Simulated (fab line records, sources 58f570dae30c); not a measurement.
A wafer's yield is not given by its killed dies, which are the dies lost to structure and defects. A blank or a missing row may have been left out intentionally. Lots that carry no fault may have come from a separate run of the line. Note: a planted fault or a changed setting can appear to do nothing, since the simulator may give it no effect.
fab line records	flow berkeleyCmos170
[record] lots = 15	wafers = 45	lastDay = 11
route steps=331 shown M2@289 V2@307 M3@326
lots untouched by any fault: they come from a run of this same line in which no faults occurred
startH: the number of hours between the record's first day and the start of the first shown wafer of the lot	waitH: hours elapsed since this lot's preceding step	" the same as in the row above	L1.1+2: one row covering several wafers at once	- no value present, or no start provided	* or withheld: withheld	< > ~ a bound
route shown NAME@n: names a module that has steps shown in the file, with the first one's number in the route	usual: mean/standard deviation taken from wafers without a fault	same: alike in all rows	chamber/n: place in a boat	sites: readings site by site	_std_site: standard deviation of those values	_edge_site: the outer-site mean with the inner-site mean subtracted	radiusMm: for every site, how far away it sits from the centre of the wafer	mask NAME#n: copy n	behind: the tool/chamber that last shaped the wafer	hold: the reason the lot was held/the length of the hold in hours/how it ended	device: names the non-switching transistor (n, p or np)	end of line: tests run on the same wafers once the route is complete	a step given without rows: its recipe and nothing more	killed: the dies lost at the first sort to structure and to defects; this is not the yield of the wafer	map: shows each die of a wafer: x if killed, . if not, _ if none is there
set.NAME: setting as actually run; set.NAME@STEP: the setting as run at that earlier step	model.NAME: the simulator's own value behind a step, which no gauge read
steps of the route over a sample of lots; a table a step, a row a wafer
services: when a tool's chamber went out of use (startH, in hours from the record's first day, below 0 if earlier), for how many hours, and the reason
[[steps]]
[step UCB170_M2_METAL_ETCH_18]
[recipe] chemistry = Cl2/BCl3	target = Al	stopOn = SiO2	pressureMtorr = 12	targetDepthA = 11700	overEtchFrac = 0.3	timeS = 195	icpW = 600	biasW = 120	Cl2_flow_sccm = 90	bcl3FlowSccm = 45
[usual] drypumpMotorCurrentA = 5.6/0.37	heBacksideLeakSccm = 3.40/0.29	oesProductAu = 0.857/0.019	overEtchFrac = 0.3/0	throttleValvePct = 24.48/0.16
lot.wafer	tool	chamber	startH	waitH	drypumpMotorCurrentA	heBacksideLeakSccm	oesProductAu	overEtchFrac	rfHoursCounterH	throttleValvePct
L751.1	rieMetal-03	0	172.78	-	6.2	3.36	0.829	0.3	11	24.74
L751.3	"	1	"	"	5.5	3.28	0.848	0.3	-	24.36
L751.6	"	1	"	"	5.5	3.35	0.853	0.3	-	24.36
L750.2	rieMetal-04	0	173.34	-	5.4	3.42	0.888	0.3	5	24.55
L750.3	"	1	"	"	5.1	3.41	0.851	0.3	-	24.39
L750.4	"	0	"	"	5.4	3.40	0.886	0.3	-	24.55
L754.2	rieMetal-02	0	185.09	-	5.6	3.74	0.854	0.3	13	24.51
L754.3	"	1	"	"	5.9	3.19	0.891	0.3	-	24.22
L754.6	"	1	"	"	5.9	3.19	0.873	0.3	-	24.22
L756.2	rieMetal-03	0	185.20	-	6.2	3.47	0.822	0.3	11	24.75
L756.3	"	1	"	"	5.5	3.43	0.848	0.3	-	24.35
L756.4	"	0	"	"	6.2	3.61	0.836	0.3	-	24.75
L753.2	rieMetal-04	1	185.70	-	5.1	3.50	0.844	0.3	7	24.38
L753.4	"	1	"	"	5.1	3.53	0.840	0.3	-	24.40
L753.6	"	0	"	"	5.4	3.67	0.871	0.3	-	24.55
L755.1	rieMetal-04	0	186.77	-	5.4	3.42	0.891	0.3	6	24.53
L755.5	"	1	"	"	5.1	3.39	0.851	0.3	-	24.40
L755.6	"	0	"	"	5.4	3.56	0.886	0.3	-	24.54
L759.1	rieMetal-04	1	195.88	-	5.1	3.58	0.868	0.24307	7	24.39
L759.5	"	0	"	"	5.4	3.48	0.904	0.24307	-	24.52
L759.6	"	1	"	"	5.1	3.36	0.868	0.24307	-	24.40
L760.1	rieMetal-04	1	208.54	-	5.1	3.46	0.872	0.24307	8	24.39
L760.4	"	1	"	"	5.1	3.52	0.877	0.24307	-	24.37
L760.6	"	1	"	"	5.1	3.63	0.877	0.24307	-	24.38
L764.1	rieMetal-02	1	225.59	-	5.9	2.99	0.874	0.3	4	24.22
L764.2	"	0	"	"	5.6	3.47	0.851	0.3	14	24.52
L764.6	"	1	"	"	5.9	3.08	0.865	0.3	-	24.23
L763.1	rieMetal-04	0	225.87	-	5.4	3.30	0.903	0.24307	7	24.53
L763.2	"	1	"	"	5.1	3.39	0.865	0.24307	8	24.39
L763.5	"	1	"	"	5.1	3.26	0.871	0.24307	-	24.38
L766.1	rieMetal-03	1	232.50	-	5.6	3.20	0.851	0.3	14	24.35
L766.5	"	0	"	"	6.2	3.37	0.823	0.3	-	24.75
L766.6	"	1	"	"	5.5	3.27	0.854	0.3	-	24.36
L767.2	rieMetal-03	0	233.32	-	6.2	3.37	0.824	0.3	13	24.76
L767.3	"	0	"	"	6.2	3.48	0.820	0.3	-	24.75
L767.5	"	1	"	"	5.5	3.01	0.841	0.3	-	24.37
L768.4	rieMetal-03	1	250.97	-	5.5	2.92	0.858	0.3	-	24.35
L768.5	"	1	"	"	5.5	3.21	0.864	0.3	-	24.36
L768.6	"	0	"	"	6.2	3.34	0.830	0.3	-	24.76
L769.1	rieMetal-02	1	260.08	-	5.9	3.24	0.887	0.3	5	24.21
L769.2	"	0	"	"	5.6	3.70	0.849	0.3	15	24.50
L769.4	"	1	"	"	5.9	3.13	0.880	0.3	-	24.23
L770.3	rieMetal-03	1	260.66	-	5.5	3.23	0.862	0.3	-	24.37
L770.4	"	0	"	"	6.2	3.15	0.832	0.3	-	24.73
L770.6	"	0	"	"	6.2	3.20	0.832	0.3	-	24.73
[step UCB170_M2_STRIP_19]
[recipe] chemistry = O2	powerW = 400	pressureMtorr = 3500	platenTempC = withheld	o2FlowSccm = 400	overashFraction = 0.5
[usual] drypumpMotorCurrentA = 6.1/0.32	oesProductAu = 0.543/0.0082
lot.wafer	tool	chamber	startH	waitH	drypumpMotorCurrentA	oesProductAu	rfHoursCounterH
L751.1	plasmaAsher-04	1	172.96	0.1	6.6	0.546	39
L751.3	"	0	"	"	6.0	0.539	-
L751.6	"	1	"	"	6.6	0.548	-
L750.2	plasmaAsher-04	1	173.52	0.1	6.6	0.543	39
L750.3	"	0	"	"	6.1	0.543	-
L750.4	"	1	"	"	6.6	0.542	-
L754.2	plasmaAsher-04	1	185.28	0.1	6.6	0.549	41
L754.3	"	0	"	"	6.1	0.541	-
L754.6	"	0	"	"	6.1	0.536	-
L756.2	plasmaAsher-01	1	185.39	0.1	5.9	0.544	51
L756.3	"	1	"	"	5.9	0.551	-
L756.4	"	0	"	"	6.2	0.547	-
L753.2	plasmaAsher-01	0	185.89	0.1	6.2	0.541	51
L753.4	"	0	"	"	6.2	0.547	-
L753.6	"	0	"	"	6.1	0.540	-
L755.1	plasmaAsher-01	1	186.96	0.1	5.9	0.522	51
L755.5	"	0	"	"	6.2	0.536	-
L755.6	"	1	"	"	5.9	0.531	-
L759.1	plasmaAsher-04	1	196.07	0.1	6.6	0.556	42
L759.5	"	0	"	"	6.1	0.556	-
L759.6	"	1	"	"	6.6	0.563	-
L760.1	plasmaAsher-01	1	208.73	0.1	5.9	0.564	54
L760.4	"	0	"	"	6.2	0.569	-
L760.6	"	1	"	"	5.9	0.570	-
L764.1	plasmaAsher-04	0	225.78	0.1	6.1	0.554	45
L764.2	"	1	"	"	6.6	0.539	45
L764.6	"	0	"	"	6.1	0.544	-
L763.1	plasmaAsher-01	0	226.06	0.1	6.2	0.579	56
L763.2	"	1	"	"	5.9	0.576	56
L763.5	"	0	"	"	6.2	0.583	-
L766.1	plasmaAsher-01	1	232.69	0.1	5.9	0.546	57
L766.5	"	0	"	"	6.2	0.533	-
L766.6	"	1	"	"	5.9	0.545	-
L767.2	plasmaAsher-01	1	233.51	0.1	5.9	0.546	57
L767.3	"	0	"	"	6.2	0.527	-
L767.5	"	1	"	"	6.0	0.544	-
L768.4	plasmaAsher-04	0	251.13	0.1	6.1	0.541	-
L768.5	"	1	"	"	6.6	0.547	-
L768.6	"	0	"	"	6.1	0.555	-
L769.1	plasmaAsher-02	1	260.27	0.1	5.5	0.544	18
L769.2	"	0	"	"	6.4	0.549	18
L769.4	"	0	"	"	6.4	0.541	-
L770.3	plasmaAsher-02	1	260.82	0.1	5.5	0.545	-
L770.4	"	0	"	"	6.3	0.539	-
L770.6	"	0	"	"	6.4	0.536	-
[step UCB170_V2_STRIP_15]
[recipe] chemistry = O2	powerW = 400	pressureMtorr = 3500	platenTempC = withheld	o2FlowSccm = 400	overashFraction = 0.5
[usual] drypumpMotorCurrentA = 5.8/0.43	oesProductAu = 0.722/0.0044	stripTimeToEndpointS = 15.33/0.083
lot.wafer	tool	chamber	startH	waitH	drypumpMotorCurrentA	oesProductAu	rfHoursCounterH	stripTimeToEndpointS
L751.1	plasmaAsher-02	1	176.18	0.1	5.5	0.722	7	15.29
L751.3	"	0	"	"	6.4	0.723	-	15.25
L751.6	"	0	"	"	6.4	0.720	-	15.31
L750.2	plasmaAsher-02	1	176.48	0.1	5.5	0.723	7	15.38
L750.3	"	1	"	"	5.5	0.721	-	15.40
L750.4	"	0	"	"	6.4	0.719	-	15.26
L754.2	plasmaAsher-01	0	188.16	0.1	6.2	0.715	52	15.26
L754.3	"	1	"	"	5.9	0.727	-	15.31
L754.6	"	0	"	"	6.2	0.724	-	15.26
L756.2	plasmaAsher-01	1	188.51	0.1	5.8	0.722	52	15.26
L756.3	"	1	"	"	5.9	0.719	-	15.41
L756.4	"	0	"	"	6.2	0.724	-	15.43
L753.2	plasmaAsher-02	1	188.71	0.1	5.5	0.720	9	15.34
L753.4	"	1	"	"	5.5	0.719	-	15.26
L753.6	"	1	"	"	5.5	0.727	-	15.36
L755.1	plasmaAsher-01	1	189.88	0.1	6.0	0.715	52	15.33
L755.5	"	0	"	"	6.2	0.728	-	15.12
L755.6	"	1	"	"	5.9	0.717	-	15.34
L759.1	plasmaAsher-02	1	198.63	0.1	5.5	0.722	11	15.24
L759.5	"	0	"	"	6.4	0.717	-	15.33
L759.6	"	1	"	"	5.5	0.722	-	15.37
L760.1	plasmaAsher-01	1	211.47	0.1	5.9	0.726	54	15.49
L760.4	"	0	"	"	6.2	0.721	-	15.34
L760.6	"	0	"	"	6.2	0.726	-	15.32
L764.1	plasmaAsher-03	0	228.77	0.1	5.1	0.715	50	15.14
L764.2	"	1	"	"	5.4	0.728	50	15.12
L764.6	"	1	"	"	5.4	0.721	-	15.30
L763.1	plasmaAsher-02	1	229.52	0.1	5.5	0.724	15	15.22
L763.2	"	0	"	"	6.4	0.726	15	15.40
L763.5	"	1	"	"	5.5	0.718	-	15.13
L766.1	plasmaAsher-02	1	235.39	0.1	5.5	0.722	16	15.30
L766.5	"	1	"	"	5.5	0.721	-	15.46
L766.6	"	0	"	"	6.4	0.722	-	15.18
L767.2	plasmaAsher-01	0	236.68	0.1	6.2	0.725	57	15.33
L767.3	"	0	"	"	6.2	0.722	-	15.35
L767.5	"	1	"	"	5.9	0.719	-	15.31
L768.4	plasmaAsher-03	0	253.56	0.1	5.1	0.719	-	15.42
L768.5	"	0	"	"	5.1	0.725	-	15.35
L768.6	"	1	"	"	5.4	0.726	-	15.27
L769.1	plasmaAsher-03	0	263.50	0.1	5.1	0.720	54	15.34
L769.2	"	1	"	"	5.5	0.732	54	15.41
L769.4	"	1	"	"	5.4	0.722	-	15.37
L770.3	plasmaAsher-02	1	264.80	0.1	5.5	0.722	-	15.31
L770.4	"	0	"	"	6.4	0.717	-	15.43
L770.6	"	0	"	"	6.4	0.717	-	15.24
[step UCB170_V2_CD_MEAS_90]
[recipe] targetCdNm = 700
[usual] cdNm = 699.7/1.4
lot.wafer	tool	chamber	startH	waitH	cdNm
L751.1	cdSem-02	-	176.28	0.1	697.8
L751.3	"	-	"	"	698.2
L751.6	"	-	"	"	698.2
L750.2	cdSem-02	-	176.60	0.1	700.4
L750.3	"	-	"	"	699.9
L750.4	"	-	"	"	700.5
L754.2	cdSem-02	-	188.28	0.1	695.7
L754.3	"	-	"	"	699.5
L754.6	"	-	"	"	697.2
L756.2	cdSem-02	-	188.63	0.1	700.5
L756.3	"	-	"	"	700.3
L756.4	"	-	"	"	699.4
L753.2	cdSem-02	-	188.83	0.1	701.9
L753.4	"	-	"	"	699.5
L753.6	"	-	"	"	702.3
L755.1	cdSem-01	-	189.98	0.1	700.4
L755.5	"	-	"	"	700.9
L755.6	"	-	"	"	701.3
L759.1	cdSem-01	-	198.73	0.1	701.9
L759.5	"	-	"	"	702.1
L759.6	"	-	"	"	700.8
L760.1	cdSem-01	-	211.57	0.1	701.1
L760.4	"	-	"	"	701.5
L760.6	"	-	"	"	700.7
L764.1	cdSem-01	-	228.87	0.1	699.2
L764.2	"	-	"	"	701.4
L764.6	"	-	"	"	698.1
L763.1	cdSem-01	-	229.62	0.1	699.5
L763.2	"	-	"	"	699.9
L763.5	"	-	"	"	699.4
L766.1	cdSem-01	-	235.49	0.1	701.0
L766.5	"	-	"	"	698.8
L766.6	"	-	"	"	699.7
L767.2	cdSem-01	-	236.80	0.1	699.7
L767.3	"	-	"	"	702.8
L767.5	"	-	"	"	700.6
L768.4	cdSem-01	-	253.68	0.1	700.6
L768.5	"	-	"	"	700.6
L768.6	"	-	"	"	701.4
L769.1	cdSem-02	-	263.60	0.1	699.3
L769.2	"	-	"	"	699.6
L769.4	"	-	"	"	700.6
L770.3	cdSem-01	-	264.91	0.1	700.3
L770.4	"	-	"	"	699.2
L770.6	"	-	"	"	699.4
[step UCB170_M3_ETCH_17]
[recipe] chemistry = N2/H2	targetDepthA = withheld	overetchA = withheld	target = BARC	timeS = withheld	sourceW = 500	biasW = 100	pressureMtorr = 30	n2FlowSccm = 100	h2FlowSccm = 200
[usual] drypumpMotorCurrentA = 5.9/0.44	oesProductAu = 0.998/0.017	throttleValvePct = 13.27/0.19
lot.wafer	tool	chamber	startH	waitH	drypumpMotorCurrentA	oesProductAu	throttleValvePct
L751.1	rieDiel-03	0	180.51	0.0	6.6	0.980	12.90
L751.3	"	2	"	"	6.4	0.981	13.14
L751.6	"	3	"	"	5.8	1.022	13.11
L750.2	rieDiel-02	1	181.06	0.0	5.8	1.004	13.00
L750.3	"	2	"	"	5.7	0.965	13.19
L750.4	"	0	"	"	6.3	0.975	13.24
L754.2	rieDiel-03	1	191.28	0.0	5.0	1.024	13.51
L754.3	"	3	"	"	5.8	1.023	13.13
L754.6	"	3	"	"	5.7	1.036	13.13
L756.2	rieDiel-04	0	191.56	0.0	5.8	0.984	13.39
L756.3	"	3	"	"	6.2	0.980	13.24
L756.4	"	1	"	"	5.8	1.016	13.57
L753.2	rieDiel-03	0	191.83	0.0	6.6	0.991	12.88
L753.4	"	1	"	"	5.0	1.022	13.48
L753.6	"	2	"	"	6.4	1.005	13.14
L755.1	rieDiel-03	2	193.28	0.0	6.4	0.980	13.13
L755.5	"	2	"	"	6.4	0.987	13.13
L755.6	"	1	"	"	5.0	1.020	13.51
L759.1	rieDiel-03	2	201.05	0.0	6.4	0.989	13.14
L759.5	"	2	"	"	6.4	0.990	13.14
L759.6	"	1	"	"	5.0	1.013	13.52
L760.1	rieDiel-04	2	215.01	0.0	5.4	1.010	13.32
L760.4	"	1	"	"	5.9	1.016	13.58
L760.6	"	3	"	"	6.2	0.993	13.23
L764.1	rieDiel-04	1	232.55	0.0	5.8	1.011	13.56
L764.2	"	2	"	"	5.4	1.005	13.30
L764.6	"	1	"	"	5.8	1.023	13.56
L763.1	rieDiel-04	3	233.84	0.0	6.2	0.992	13.23
L763.2	"	1	"	"	5.8	1.012	13.57
L763.5	"	0	"	"	5.8	0.993	13.37
L766.1	rieDiel-04	1	238.96	0.0	5.8	1.015	13.56
L766.5	"	3	"	"	6.2	0.994	13.25
L766.6	"	1	"	"	5.8	1.024	13.58
L767.2	rieDiel-03	0	240.31	0.0	6.6	0.988	12.91
L767.3	"	1	"	"	5.0	1.007	13.49
L767.5	"	2	"	"	6.5	0.987	13.15
L768.4	rieDiel-04	0	255.95	0.0	5.8	0.985	13.37
L768.5	"	2	"	"	5.4	1.016	13.32
L768.6	"	1	"	"	5.8	1.020	13.56
L769.1	rieDiel-03	0	268.31	0.0	6.6	0.978	12.91
L769.2	"	1	"	"	5.0	1.014	13.50
L769.4	"	3	"	"	5.7	1.024	13.12
L770.3	rieDiel-03	2	269.85	0.0	6.4	0.994	13.12
L770.4	"	1	"	"	5.0	1.013	13.50
L770.6	"	0	"	"	6.6	0.969	12.89
[[services]]
tool	chamber	startH	hours	kind
plasmaAsher-03	-	165.06	2.8	pm
plasmaAsher-03	-	176.56	14.6	pm
rieDiel-04	-	181.17	0.4	repair
rieDiel-02	3	209.80	4.0	repair
rieDiel-02	-	209.83	1.9	repair
plasmaAsher-03	-	219.76	1.7	repair
rieDiel-04	2	235.94	8.3	repair
rieMetal-02	-	240.42	3.2	repair
plasmaAsher-04	-	255.09	1.0	repair
plasmaAsher-01	-	257.07	2.8	pm
rieDiel-03	-	262.57	0.1	repair
rieMetal-03	1	264.54	-	clean
rieMetal-03	-	264.88	0.7	repair
[[key]]
[firstSign] step = UCB170_M2_METAL_ETCH_18	reading = overEtchFrac	direction = down	sigmas = 99+	usual = 0.3	struck = 0.24307
[effect] step = UCB170_M2_STRIP_19	reading = oesProductAu	direction = up	sigmas = 3.1	usual = 0.543	struck = 0.568
metAt UCB170_M2_METAL_ETCH_18
struckLots L759,L760,L763
notActingAt UCB170_V2_STRIP_15,UCB170_V2_CD_MEAS_90,UCB170_M3_ETCH_17
onsetBetween 186.77 195.88
[fault] kind = processParameterDrift	tool = rieMetal-04	chamber = -	onsetH = 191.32	steps = UCB170_M2_METAL_ETCH_18	channel = overEtchFrac	offset = -0.056931	shape = step	endH = 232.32	actsIn = theseRecipesOnly	stated = 0.3
